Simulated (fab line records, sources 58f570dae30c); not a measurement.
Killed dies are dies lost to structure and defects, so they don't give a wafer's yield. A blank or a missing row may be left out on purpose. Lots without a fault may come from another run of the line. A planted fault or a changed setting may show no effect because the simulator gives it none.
A struck lot beside a sound one | flow berkeley_cmos170 | 31 steps out of a route of 331
Sound: wafers L188.3, L188.5, L188.6. Struck: wafers L192.1, L192.2, L192.4. The cause comes at the end.
At each step with rows: each side's tool, then ch and its chambers, then its first start. Under that, the readings that differ: sound wafers | struck wafers | difference of the means | sigmas: that difference in standard deviations of wafers without a fault.
alike: readings whose means differ by less than 2 such deviations, and words and numbers that are the same on both sides. not compared: withheld readings, readings that some wafer has no value for, bounds like >300 that may hide the same value, and numbers for which the record gives no deviation and whose values overlap.
The two part at a step that has a row with sigmas, a row that says differs or no value, or rows on one side only. Numbers that don't overlap but have no deviation are shown without sigmas and don't part them. A reading that every wafer of one side lacks parts them only if that side has two wafers or more.

first, 6 steps without rows for these wafers: UCB170_V1_HMDS_06 (prime time 60 s); UCB170_V1_COAT_07 (resist thk 900 nm); UCB170_V1_SOFTBAKE_08 (time 60 s); UCB170_V1_EXPOSE_09 (exposes mask VIA1, target cd 700 nm); UCB170_V1_PEB_10; UCB170_V1_DEVELOP_11 (develop time 45 s).
UCB170_V1_CD_MEAS_12: target cd 700 nm.
  sound on cd_sem-02, day 7 15:53; struck on cd_sem-01, day 8 11:36
  alike: cd_nm
UCB170_V1_OVL_MEAS_13:
  sound on overlay-02, day 7 15:58; struck on overlay-02, day 8 11:43
  reading     | sound    | struck  | difference | sigmas
  V1_OVL (nm) | -5 -3 -7 | -2 8 11 | +11        | +2
UCB170_V1_ETCH_14: etches SiO2 in CHF3/CF4/Ar, stops on Al, target depth 1250 nm, time 291 s.
  sound on rie_diel-02 ch 0,3, day 7 15:59; struck on rie_diel-03 ch 0,1,2, day 8 11:45
  reading                | sound          | struck         | difference | sigmas
  throttle_valve_pct (%) | 6.83 6.82 6.89 | 7.22 7.22 7.02 | +0.31      | +2
  alike: drypump_motor_current_A, oes_product_au
  not compared: rf_hours_counter_h
UCB170_V1_STRIP_15: strips in O2.
  sound on plasma_asher-03 ch 0,1, day 7 16:13; struck on plasma_asher-02 ch 0,1, day 8 11:56
  alike: drypump_motor_current_A, oes_product_au, strip_time_to_endpoint_s
  not compared: rf_hours_counter_h
UCB170_V1_CD_MEAS_90: target cd 700 nm.
  sound on cd_sem-02, day 7 16:19; struck on cd_sem-02, day 8 12:02
  alike: cd_nm
then, 1 step without rows for these wafers: UCB170_M2_PRE_CLEAN_00 (preclean etch time 60 s).
UCB170_M2_SPUTTER_01: material Al, target thk 900 nm, time 120 s.
  sound on pvd_sputter-02, day 7 16:28; struck on pvd_sputter-03, day 8 12:28
  alike: throttle_valve_pct
UCB170_M2_RS_MEAS_02: measures by four-point-probe.
  sound on film_metro-04, day 7 16:35; struck on film_metro-04, day 8 12:33
  reading           | sound                | struck               | difference | sigmas
  M2_AL_RS (ohm/sq) | 0.0325 0.0329 0.0324 | 0.0161 0.0161 0.0159 | -0.0166    | -47
UCB170_M2_THK_MEAS_03: measures by xrf.
  sound on film_metro-04, day 7 16:41; struck on film_metro-04, day 8 12:40
  reading        | sound       | struck         | difference | sigmas
  M2_AL_THK (nm) | 910 899 912 | 1827 1839 1857 | +934       | +93
then, 3 steps without rows for these wafers: UCB170_M2_HMDS_04 (prime time 60 s); UCB170_M2_COAT_05 (resist thk 900 nm); UCB170_M2_SOFTBAKE_06 (time 60 s).
UCB170_M2_STRIP_07: strips in O2.
  sound on plasma_asher-04 ch 0,1, day 7 17:18; struck on plasma_asher-02 ch 0,1, day 8 13:32
  alike: drypump_motor_current_A, oes_product_au, strip_time_to_endpoint_s
  not compared: rf_hours_counter_h
then, 7 steps without rows for these wafers: UCB170_M2_STRIP_08 (strips KrF in DMSO, time 600 s); UCB170_M2_COAT_09; UCB170_M2_COAT_10 (resist thk 911.2 nm); UCB170_M2_SOFTBAKE_11 (time 60 s); UCB170_M2_EXPOSE_12 (exposes mask METAL2, target cd 700 nm); UCB170_M2_PEB_13; UCB170_M2_DEVELOP_14 (develop time 45 s).
UCB170_M2_CD_MEAS_15: target cd 700 nm.
  sound on cd_sem-02, day 7 19:07; struck on cd_sem-01, day 8 15:05
  alike: cd_nm
UCB170_M2_OVL_MEAS_16:
  sound on overlay-02, day 7 19:13; struck on overlay-02, day 8 15:13
  alike: M2_OVL
UCB170_M2_ETCH_17: etches BARC in N2/H2.
  sound on rie_diel-03 ch 0,3, day 7 19:14; struck on rie_diel-04 ch 0,1,3, day 8 15:14
  alike: drypump_motor_current_A, n2_flow_sccm, oes_product_au, throttle_valve_pct
UCB170_M2_METAL_ETCH_18: etches Al in Cl2/BCl3, stops on SiO2, target depth 1170 nm, time 195 s.
  sound on rie_metal-02 ch 0,1, day 7 19:20; struck on rie_metal-01 ch 0,1, day 8 15:17
  reading                        | sound             | struck            | difference | sigmas
  oes_product_au (a.u.)          | 0.835 0.844 0.846 | 0.967 0.985 0.962 | +0.130     | +16
  model.etch.depth_nm (nm)       | 891 882.4 895.1   | 1113 1165 1102    | +237       |
  model.M2.feature_depth_nm (nm) | 950 941.5 950.5   | 1113 1165 1102    | +179       |
  alike: drypump_motor_current_A, throttle_valve_pct
  not compared: rf_hours_counter_h
UCB170_M2_STRIP_19: strips in O2.
  sound on plasma_asher-02 ch 0,1, day 7 19:29; struck on plasma_asher-04 ch 0,1, day 8 15:28
  reading               | sound             | struck            | difference | sigmas
  oes_product_au (a.u.) | 0.536 0.537 0.555 | 0.596 0.558 0.595 | +0.040     | +2
  alike: drypump_motor_current_A
  not compared: rf_hours_counter_h

WHERE THEY PART
First at UCB170_V1_OVL_MEAS_13; last, within this record, at UCB170_M2_STRIP_19.

WHY: what the simulator had put in
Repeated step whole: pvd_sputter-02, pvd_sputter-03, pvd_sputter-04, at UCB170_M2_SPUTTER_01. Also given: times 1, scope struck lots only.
